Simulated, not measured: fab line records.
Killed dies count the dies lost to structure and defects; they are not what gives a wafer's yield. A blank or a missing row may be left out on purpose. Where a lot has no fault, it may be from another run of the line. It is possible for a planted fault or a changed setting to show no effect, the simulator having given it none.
Code-filled problem report in 8D (eight disciplines) form || flow berkeley-cmos170 || the parts of the form that need people (team, actions taken, sign-off) are left out

1. WHAT IS WRONG
Across 9 wafers from 3 lots, NSD_RS at UCB170_SDANNEAL_RS_MEAS_03 averages 38.17 ohm/sq, while fault-free wafers read 37.26 ohm/sq with a standard deviation of 0.098. That puts it +9.3 standard deviations away from the usual mean.
The step: measures by four-point-probe.
Seen first at day 9 08:16 on film-metro-01, wafer L594.2. At this step, 45 wafers from 15 lots have a number in the record. By rule, "out" or "out of limits" means more than 4 standard deviations away from the usual mean. The rest of the wafers with a number are treated as sound.

2. WHAT IT IS, WHAT IT ISN'T
{"question": "which readings at this step", "is": "NSD_RS", "is not": "-"}
{"question": "which lots", "is": "L594, L598, L599", "is not": "L589, L591, L592, L593, L595, L597, L601, L602, L603, L605, L607, L610"}
{"question": "which wafers of those lots", "is": "all that have a number", "is not": "-"}
{"question": "read on which gauges", "is": "film-metro-01, film-metro-02", "is not": "film-metro-04"}
{"question": "when", "is": "from day 9 08:16", "is not": "up to then (18 sound wafers); but 18 sound wafers of L601, L602, L603, L605, L607, L610 came after"}

3. WHAT RULES OUT EACH SUSPECT
Counting: a tool at a process step up to the reading stays a suspect if it ran every lot that is out and no sound lot after the first of them.
- the gauge at UCB170_SDANNEAL_RS_MEAS_03 is ruled out. 2 gauges (film-metro-01, film-metro-02) read the wafers that are out.
- implanter-01 at UCB170_NSD_IMPLANT_08: kept. It ran every lot that is out, first L594 (day 9 06:28), and no sound lot after that; its last sound lot up to then is L593 (day 8 06:17). Its own readings are out on those wafers: beam-energy-keV.
After counting, what remains is implanter-01 at UCB170_NSD_IMPLANT_08.

4. THE CAUSE (what the simulator had put in)
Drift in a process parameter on implanter-01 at UCB170_NSD_IMPLANT_08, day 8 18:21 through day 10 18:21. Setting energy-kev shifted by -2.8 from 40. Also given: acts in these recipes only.
The count eliminated every tool but this one.

5. THE EFFECT CHAIN, in route order
One row per reading whose mean, taken over the struck wafers that have a number, lies over 3 standard deviations from the usual. Readings are gone through only where the record gives a usual standard deviation; hours: the median, over the lots, of the time from a lot's start at the first step in this table giving one to that lot's start at this step; sigmas: the change measured in usual standard deviations.
{"hours": 0, "step": "UCB170_NSD_IMPLANT_08", "reading": "beam-energy-keV", "usual": 39.999, "on struck wafers": 37.195, "change": -2.804, "sigmas": "-99 or more"}
{"hours": 0, "step": "UCB170_NSD_STRIP_09", "reading": "strip-time-to-endpoint-s", "usual": "35.80 s", "on struck wafers": 34.82, "change": -0.98, "sigmas": -12}
{"hours": 2, "step": "UCB170_SDANNEAL_RS_MEAS_03", "reading": "NSD_RS", "usual": "37.26 ohm/sq", "on struck wafers": 38.17, "change": "+0.91", "sigmas": "+9.3"}
Its process steps:
- UCB170_NSD_IMPLANT_08
- UCB170_NSD_STRIP_09: strips in O2.

6. WHAT WOULD HAVE CAUGHT IT SOONER
The first out-of-limits reading at a measuring or inspecting step in this record came at day 9 08:16, 14 hours after the fault's start at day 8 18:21.
Tool's own readings at UCB170_NSD_IMPLANT_08, beam-energy-keV: out on all struck wafers the step has rows for; an alarm limit on them would have tripped on the first.
L598, L599, from the lots that are out (3), started UCB170_NSD_IMPLANT_08 on implanter-01 later than day 9 08:16. A hold on the tool at that time would have spared those 2.
